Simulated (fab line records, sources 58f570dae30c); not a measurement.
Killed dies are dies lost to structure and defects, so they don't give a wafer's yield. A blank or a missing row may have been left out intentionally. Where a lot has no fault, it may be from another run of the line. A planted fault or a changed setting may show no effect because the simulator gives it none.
Split-lot study / flow berkeley cmos170 / 23 wafers read across 5 lots, on a route 331 steps long

== ABOUT THE SPLIT ==
At UCB170_NVT_IMPLANT_07, the setting energy kev was moved away from the recipe's 50 on 5 of the 23 wafers read, by +4.4% to +4.8%. This setting was run at the recipe's value on the other wafers.

The split's own step is where the reading is taken.

== THE READING ==
In nm, at UCB170_NVT_IMPLANT_07: implant.drp nm, which is the simulator's own figure and was read by no gauge. The file gives no usual value for it.

wafer=L076.1; tool, chamber at the split=implanter-03, 0; energy kev as run=50; against the recipe=recipe; implant.drp nm, nm=18.57; against lot-mates on the recipe=-
wafer=L076.3; tool, chamber at the split=implanter-03, 0; energy kev as run=50; against the recipe=recipe; implant.drp nm, nm=18.57; against lot-mates on the recipe=-
wafer=L076.6; tool, chamber at the split=implanter-03, 0; energy kev as run=50; against the recipe=recipe; implant.drp nm, nm=18.57; against lot-mates on the recipe=-
wafer=L075.1; tool, chamber at the split=implanter-04, 0; energy kev as run=50; against the recipe=recipe; implant.drp nm, nm=18.57; against lot-mates on the recipe=-
wafer=L075.5; tool, chamber at the split=implanter-04, 0; energy kev as run=50; against the recipe=recipe; implant.drp nm, nm=18.57; against lot-mates on the recipe=-
wafer=L075.6; tool, chamber at the split=implanter-04, 0; energy kev as run=50; against the recipe=recipe; implant.drp nm, nm=18.57; against lot-mates on the recipe=-
wafer=L075.2; tool, chamber at the split=implanter-04, 0; energy kev as run=52.22; against the recipe=+4.4%; implant.drp nm, nm=19.16; against lot-mates on the recipe=+0.59
wafer=L075.3; tool, chamber at the split=implanter-04, 0; energy kev as run=52.22; against the recipe=+4.4%; implant.drp nm, nm=19.16; against lot-mates on the recipe=+0.59
wafer=L077.1; tool, chamber at the split=implanter-02, 0; energy kev as run=52.42; against the recipe=+4.8%; implant.drp nm, nm=19.22; against lot-mates on the recipe=+0.65
wafer=L077.3; tool, chamber at the split=implanter-02, 0; energy kev as run=52.42; against the recipe=+4.8%; implant.drp nm, nm=19.22; against lot-mates on the recipe=+0.65
wafer=L077.6; tool, chamber at the split=implanter-02, 0; energy kev as run=52.42; against the recipe=+4.8%; implant.drp nm, nm=19.22; against lot-mates on the recipe=+0.65
wafer=L077.2; tool, chamber at the split=implanter-02, 0; energy kev as run=50; against the recipe=recipe; implant.drp nm, nm=18.57; against lot-mates on the recipe=-
wafer=L077.4; tool, chamber at the split=implanter-02, 0; energy kev as run=50; against the recipe=recipe; implant.drp nm, nm=18.57; against lot-mates on the recipe=-
wafer=L080.1; tool, chamber at the split=implanter-03, 0; energy kev as run=50; against the recipe=recipe; implant.drp nm, nm=18.57; against lot-mates on the recipe=-
wafer=L080.2; tool, chamber at the split=implanter-03, 0; energy kev as run=50; against the recipe=recipe; implant.drp nm, nm=18.57; against lot-mates on the recipe=-
wafer=L080.3; tool, chamber at the split=implanter-03, 0; energy kev as run=50; against the recipe=recipe; implant.drp nm, nm=18.57; against lot-mates on the recipe=-
wafer=L080.4; tool, chamber at the split=implanter-03, 0; energy kev as run=50; against the recipe=recipe; implant.drp nm, nm=18.57; against lot-mates on the recipe=-
wafer=L080.5; tool, chamber at the split=implanter-03, 0; energy kev as run=50; against the recipe=recipe; implant.drp nm, nm=18.57; against lot-mates on the recipe=-
wafer=L084.2; tool, chamber at the split=implanter-03, 0; energy kev as run=50; against the recipe=recipe; implant.drp nm, nm=18.57; against lot-mates on the recipe=-
wafer=L084.3; tool, chamber at the split=implanter-03, 0; energy kev as run=50; against the recipe=recipe; implant.drp nm, nm=18.57; against lot-mates on the recipe=-
wafer=L084.4; tool, chamber at the split=implanter-03, 0; energy kev as run=50; against the recipe=recipe; implant.drp nm, nm=18.57; against lot-mates on the recipe=-
wafer=L084.5; tool, chamber at the split=implanter-03, 0; energy kev as run=50; against the recipe=recipe; implant.drp nm, nm=18.57; against lot-mates on the recipe=-
wafer=L084.6; tool, chamber at the split=implanter-03, 0; energy kev as run=50; against the recipe=recipe; implant.drp nm, nm=18.57; against lot-mates on the recipe=-

THE FIT
A straight line over all 23 wafers: implant.drp nm changes by +0.134 nm for each +1% of energy kev; r = +1.00; the points scatter about the line by 0.0016 nm.
The same after taking each lot's own level away (the mean of its wafers on the recipe; 23 wafers): +0.134 nm for each +1%; r = +1.00; scatter 0.0016 nm.
According to that fit, moving energy kev by its largest amount changes the reading by 0.65 nm.
The lots' own levels span 18.570 to 18.570 nm.
Consequently the slope shifts little with the lot-to-lot level, the two slopes agreeing.
Check: +0.647 nm against its lot-mates is what the line predicts for one of the wafers moved furthest among these (+4.8%) when that wafer is left out of the fit. It came out at +0.65 nm against them.

== ADDITIONAL SPLITS CARRIED BY THESE WAFERS ==
These wafers also went through other splits before the reading. Each is held against what the fit with the lots' levels taken away leaves over:
other split on the same wafers=UCB170_START_OXIDATION_02 temp c; wafers away from the commonest value=18; r with implant.drp nm (lot level and that fit taken away)=+0.08
other split on the same wafers=UCB170_WELLDRIVE_OXIDATION_01 ox time s; wafers away from the commonest value=15; r with implant.drp nm (lot level and that fit taken away)=+0.08
other split on the same wafers=UCB170_ACTIVE_COAT_08 spin rpm; wafers away from the commonest value=7; r with implant.drp nm (lot level and that fit taken away)=-0.24
other split on the same wafers=UCB170_ACTIVE_ETCH_15 over etch frac; wafers away from the commonest value=6; r with implant.drp nm (lot level and that fit taken away)=-0.01
other split on the same wafers=UCB170_PFIELD_IMPLANT_07 energy kev; wafers away from the commonest value=7; r with implant.drp nm (lot level and that fit taken away)=-0.15
other split on the same wafers=UCB170_SCREENOX_OXIDATION_01 ox time s; wafers away from the commonest value=18; r with implant.drp nm (lot level and that fit taken away)=+0.02

== THE WHOLE CHAIN: every reading that the file lists as answering this split, in the file's order ==
step=UCB170_NVT_IMPLANT_07; what it does=; reading=implant.rp nm (the simulator's own value, which no gauge read); change (the file's fit)=+0.371 nm for each +1% of the setting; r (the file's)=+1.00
step=UCB170_NVT_IMPLANT_07; what it does=; reading=implant.drp nm (the simulator's own value, which no gauge read); change (the file's fit)=+0.134 nm for each +1% of the setting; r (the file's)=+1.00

== FILE'S OWN FIT ==
implant.drp nm changes by +0.134 nm for each +1% of energy kev, r = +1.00.
